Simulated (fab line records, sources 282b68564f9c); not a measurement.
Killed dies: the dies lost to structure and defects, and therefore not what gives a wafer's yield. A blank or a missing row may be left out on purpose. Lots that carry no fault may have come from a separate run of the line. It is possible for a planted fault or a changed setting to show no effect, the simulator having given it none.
Shared-tool check	flow ritCmos	Sample size 15 lots and 45 wafers

## REASON FOR OPENING
RIT_CONTACT_THK_MEAS_01, reading CONTACT_TEOS_THK: flagged on 3 of 15 lots. Wafers without a fault read 401 nm, standard deviation 5.4.
Rule: a lot is flagged in two cases, either no wafer of it has a number, or all its wafers with numbers fall more than 4 standard deviations from that mean. The other lots count as sound.

lot	measured	on	CONTACT_TEOS_THK (nm), wafer by wafer	flag
L880	day 3 16:22	filmMetro-01	395 398 400	
L881	day 3 19:58	filmMetro-01	397 393 411	
L882	day 4 03:05	filmMetro-03	398 397 403	
L883	day 4 07:13	filmMetro-03	400 406 403	
L884	day 4 11:07	filmMetro-01	398 401 398	
L886	day 4 18:47	filmMetro-01	398 407 406	
L885	day 4 20:38	filmMetro-01	400 399 406	
L888	day 5 12:40	filmMetro-03	403 402 404	
L889	day 5 12:58	filmMetro-01	388 399 397	
L890	day 5 16:40	filmMetro-04	396 400 402	
L891	day 6 00:17	filmMetro-01	397 401 402	
L892	day 6 00:45	filmMetro-03	787 807 799	FLAGGED
L893	day 6 07:15	filmMetro-01	787 782 795	FLAGGED
L894	day 6 09:05	filmMetro-04	787 805 804	FLAGGED
L902	day 8 03:55	filmMetro-03	394 399 401	
The numbers of the flagged lots are 795 nm on average: +394 nm against the usual, or +73 standard deviations.

## WHICH TOOL EACH LOT WENT THROUGH
The record holds 1 process step before the reading, out of a route of 202 steps. In each cell: the tool, then ch and the chambers that the sampled wafers went through, then the start.
lot	flag	RIT_CONTACT_CVD_00
L880		pecvd-03 ch 0,2, day 3 16:17
L881		pecvd-01 ch 0,2, day 3 19:54
L882		pecvd-02 ch 0,1, day 4 03:01
L883		pecvd-03 ch 0,1, day 4 07:08
L884		pecvd-01 ch 0,2, day 4 11:03
L886		pecvd-02 ch 0,1,2, day 4 18:44
L885		pecvd-03 ch 0,1,2, day 4 20:35
L888		pecvd-02 ch 0,2, day 5 12:37
L889		pecvd-03 ch 1,2, day 5 12:53
L890		pecvd-01 ch 0,1,2, day 5 16:37
L891		pecvd-02 ch 0,1, day 6 00:13
L892	FLAGGED	pecvd-03 ch 0,2, day 6 00:29
L893	FLAGGED	pecvd-01 ch 0,2, day 6 06:59
L894	FLAGGED	pecvd-03 ch 0,2, day 6 08:48
L902		pecvd-01 ch 1,2, day 8 03:51
What these steps do:
- RIT_CONTACT_CVD_00: deposits SiO2 from TEOS, target thk 400 nm, time 61 s.
- RIT_CONTACT_THK_MEAS_01

## FLAGGED AGAINST TOTAL, ONE TOOL AT A TIME (gauges that did the reading follow at the end)
step	tool	lots run	flagged	share of the flagged lots	sound lots run after its first flagged lot
RIT_CONTACT_CVD_00	pecvd-01	5	1	some	1 (L902)
RIT_CONTACT_CVD_00	pecvd-02	4	0	none	-
RIT_CONTACT_CVD_00	pecvd-03	6	2	some	0
RIT_CONTACT_THK_MEAS_01	filmMetro-01	8	1	some	0
RIT_CONTACT_THK_MEAS_01	filmMetro-03	5	1	some	1 (L902)
RIT_CONTACT_THK_MEAS_01	filmMetro-04	2	1	some	0

## THE TABLE: WHAT IT ALLOWS
No row of the table ran every flagged lot.

## WHAT THE SIMULATOR HAD INSERTED
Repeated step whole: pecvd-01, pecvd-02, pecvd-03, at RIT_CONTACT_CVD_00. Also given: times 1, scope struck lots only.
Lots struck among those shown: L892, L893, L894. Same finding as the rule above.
